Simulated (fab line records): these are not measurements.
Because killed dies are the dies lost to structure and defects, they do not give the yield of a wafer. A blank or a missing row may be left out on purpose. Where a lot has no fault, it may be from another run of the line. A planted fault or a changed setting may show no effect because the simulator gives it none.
A lot that was struck, set against a sound lot	flow rit-cmos	14 steps out of a route of 202
Sound: wafers L764.1, L764.3, L764.4. Wafers struck: L784.1, L784.2, L784.4. At the end, the cause is stated.
Order at every step that has rows: each side's tool, ch and its chambers, its first start. Under that, the readings that differ: sound wafers	struck wafers	difference of the means	sigmas: that difference in standard deviations of wafers without a fault.
alike: same words and numbers on both sides, and readings whose means sit less than 2 such deviations apart. not compared: any withheld reading, any reading some wafer has no value for, any bound like >300 that may hide the same value, and any number with overlapping values for which the record gives no deviation.
A row with sigmas, a row that says differs or no value, or rows on one side alone: a step with any of these is where the two part. Numbers that have no deviation but don't overlap get no sigmas and don't part them. A reading missing from all wafers of one side parts the sides only when that side holds two or more wafers.

first, 2 steps without rows for these wafers: RIT_ACTIVE_CLEAN_17 (cleans in SC2, time 600 s); RIT_FOX1_OXIDATION_00 (target thk 350.7 nm, ox time 1130 s).
RIT_FOX1_THK_MEAS_01:
  sound on film-metro-03, day 2 09:16; struck on film-metro-01, day 6 15:20
  alike: FOX1_OXIDE_THK
then, 2 steps without rows for these wafers: RIT_FOX1_WET_ETCH_02 (etches SiO2 in BOE, target depth 350 nm, time 390 s); RIT_FOX2_OXIDATION_00 (target thk 350.7 nm, ox time 1130 s).
RIT_FOX2_THK_MEAS_01:
  sound on film-metro-04, day 2 10:46; struck on film-metro-01, day 6 16:50
  alike: FOX2_OXIDE_THK
then, 2 steps without rows for these wafers: RIT_FOX2_CLEAN_02 (cleans in dHF, time 180 s); RIT_FOX2_WET_ETCH_03 (etches Si3N4 in H3PO4, target depth 195 nm, time 2700 s).
RIT_FOX2_THK_MEAS_90:
  sound on film-metro-04, day 2 11:38; struck on film-metro-01, day 6 17:43
  alike: FIELD_OXIDE_LEFT_1_THK
then, 3 steps without rows for these wafers: RIT_NWELL_HMDS_00 (prime time 60 s); RIT_NWELL_COAT_01 (resist thk 1300 nm); RIT_NWELL_SOFTBAKE_02 (time 60 s).
RIT_NWELL_EXPOSE_03: exposes mask M2, target cd 43900 nm.
  struck on iline-stepper-02, day 6 18:27; sound on iline-stepper-02 ch 0, day 2 12:16
  no value came back on the struck wafers for exposure-dose-mJ-cm2, focus-offset-nm (nm), na; on the sound wafers exposure-dose-mJ-cm2 reads 250.31 249.99 249.83
  alike: mask
following that, these wafers have no rows for 1 step: RIT_NWELL_PEB_04.

== WHERE THEY PART ==
At RIT_NWELL_EXPOSE_03 and nowhere else, as far as this record goes.

WHY: what had been put in by the simulator
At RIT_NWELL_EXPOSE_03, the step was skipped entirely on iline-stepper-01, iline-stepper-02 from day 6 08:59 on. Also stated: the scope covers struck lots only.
